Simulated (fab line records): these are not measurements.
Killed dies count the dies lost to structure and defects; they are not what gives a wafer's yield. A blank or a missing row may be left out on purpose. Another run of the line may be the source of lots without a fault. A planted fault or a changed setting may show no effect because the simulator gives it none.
Matching of chambers -- flow berkeley_cmos170 -- 4 sister chambers for UCB170_PWELL_ETCH_14 on rie_diel-04
The step etches Si3N4 in CH3F/Ar/O2, stops on SiO2, target depth 242 nm, time 151 s. 18 wafers are shown with their chamber, then 9 later ones without.

== WAFERS, EACH WITH ITS CHAMBER ==
wafer,chamber,drypump_motor_current_A (A),throttle_valve_pct (%),oes_product_au (a.u.)
L074.1,0,5.3,8.09,0.923
L074.2,2,5.3,8.21,0.927
L074.6,1,4.8,7.83,0.927
L077.4,0,5.3,8.11,0.942
L077.5,2,5.3,8.21,0.913
L077.6,3,5.3,8.14,0.941
L081.1,1,4.8,7.84,0.920
L081.5,0,5.3,8.08,0.930
L081.6,3,5.4,8.14,0.946
L083.2,3,5.4,8.13,0.940
L083.3,2,5.3,8.21,0.909
L083.4,0,5.3,8.10,0.922
L085.2,0,5.3,8.10,0.931
L085.3,1,4.8,7.81,0.923
L085.6,2,5.3,8.20,0.916
L089.1,2,5.3,8.22,0.916
L089.3,0,5.3,8.09,0.927
L089.6,1,4.8,7.83,0.918

SIGNATURES (averages over the wafers above)
reading,chamber 0,chamber 1,chamber 2,chamber 3,scatter within a chamber
drypump_motor_current_A,5.300,4.800,5.300,5.367,0.0218
throttle_valve_pct,8.0950,7.8275,8.2100,8.1367,0.00961
oes_product_au,0.92917,0.92200,0.91620,0.94233,0.00603
Rule: distance of a wafer from a chamber = root of the sum over the readings of ((wafer's reading minus chamber's mean) / reading's scatter) squared. If the next closest chamber is less than 2 further off than the closest, the wafer can't be placed; otherwise it belongs to the closest. How the scatter is found: for the shown wafers, subtract from each reading the mean of its chamber, square and add these, divide the total by (wafers less chambers), then take the root.

== WAFERS MISSING THEIR CHAMBER ==
wafer,drypump_motor_current_A (A),throttle_valve_pct (%),oes_product_au (a.u.)
L090.2,4.8,7.85,0.922
L090.4,5.3,8.21,0.922
L090.5,5.3,8.19,0.918
L094.1,5.4,8.14,0.944
L094.2,5.3,8.09,0.940
L094.5,5.4,8.14,0.948
L097.2,5.3,8.21,0.916
L097.3,4.8,7.82,0.911
L097.6,5.3,8.21,0.915

== THE CHAMBER EACH PASSED THROUGH ==
wafer,from the rows above,in truth
L090.2,1,1
L090.4,2,2
L090.5,2,2
L094.1,3,3
L094.2,0,0
L094.5,3,3
L097.2,2,2
L097.3,1,1
L097.6,2,2
9 of 9 placed correctly. Left unplaced by these rows: 0. Wrongly placed: 0.
